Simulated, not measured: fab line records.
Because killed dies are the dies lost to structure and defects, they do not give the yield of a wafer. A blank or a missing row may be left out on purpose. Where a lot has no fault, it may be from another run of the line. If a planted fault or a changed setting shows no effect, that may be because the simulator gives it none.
Which tool was responsible? | flow berkeleyCmos170 | 21 wafers from 7 lots sampled at 3 of the route's 331 steps

== WHAT THE GAUGES READ, wafer by wafer ==
UCB170_M1_CD_MEAS_09: the cd target is 700 nm.
lot  | measured     | on       | cdNm (nm)
L446 | day 7 15:34  | cdSem-01 | 699.8 700.0 701.4
L447 | day 7 19:50  | cdSem-02 | 698.9 700.5 701.1
L452 | day 9 00:06  | cdSem-02 | 698.9 700.4 700.4
L454 | day 9 01:04  | cdSem-02 | 700.1 700.3 699.3
L459 | day 10 00:16 | cdSem-02 | 699.5 699.7 699.4
L464 | day 11 16:20 | cdSem-02 | 691.7 692.1 690.9
L465 | day 11 17:43 | cdSem-02 | 701.7 700.4 701.4

== EACH LOT AND THE TOOL THAT RAN IT (in order: tool; ch and the chambers of the sampled wafers; start) ==
lot  | UCB170_CONTACT_STRIP_06             | UCB170_M1_PEB_07
L446 | plasmaAsher-03 ch 0,1, day 7 12:26  | lithoTrack-02 ch 0, day 7 15:17
L447 | plasmaAsher-02 ch 0,1, day 7 16:36  | lithoTrack-04 ch 0, day 7 19:34
L452 | plasmaAsher-03 ch 0,1, day 8 18:01  | lithoTrack-04 ch 0, day 8 23:50
L454 | plasmaAsher-04 ch 0,1, day 8 19:18  | lithoTrack-04 ch 0, day 9 00:47
L459 | plasmaAsher-03 ch 0,1, day 9 20:38  | lithoTrack-04 ch 0, day 9 23:59
L464 | plasmaAsher-04 ch 0,1, day 11 12:57 | lithoTrack-03 ch 0, day 11 16:05
L465 | plasmaAsher-02 ch 0,1, day 11 14:01 | lithoTrack-04 ch 0, day 11 17:26
- UCB170_CONTACT_STRIP_06: strips in O2.
- UCB170_M1_PEB_07

== THE ANSWER, worked out from the rows above alone ==
Rule: the usual values come from the lots themselves. The widest of any qualifying gaps counts: lots, ordered by their means at a reading, are off when they make up no more than a third of the lots, leave a main group of 4 or more, and stand apart from it by 3 or more times the standard deviation of that group's means. If all means in a main group match to the digits the tables above print for the reading, that group is not used. Also off: a lot with no number at a reading for which 4 or more lots have one. All remaining lots with rows at the step are treated as sound.
Off at UCB170_M1_CD_MEAS_09 (cdNm): L464. Mean 700.2 nm and standard deviation 0.52 in the main group.
If a tool, at a process step before that reading, ran all the lots that are off and no sound lot after the first of them, it fits. Those tools and the gauges at UCB170_M1_CD_MEAS_09 are tried in the same way. 2 tools fit, plasmaAsher-04 at UCB170_CONTACT_STRIP_06 and lithoTrack-03 at UCB170_M1_PEB_07, so this cannot tell which one it is.

== WHAT THE SIMULATOR PUT IN ==
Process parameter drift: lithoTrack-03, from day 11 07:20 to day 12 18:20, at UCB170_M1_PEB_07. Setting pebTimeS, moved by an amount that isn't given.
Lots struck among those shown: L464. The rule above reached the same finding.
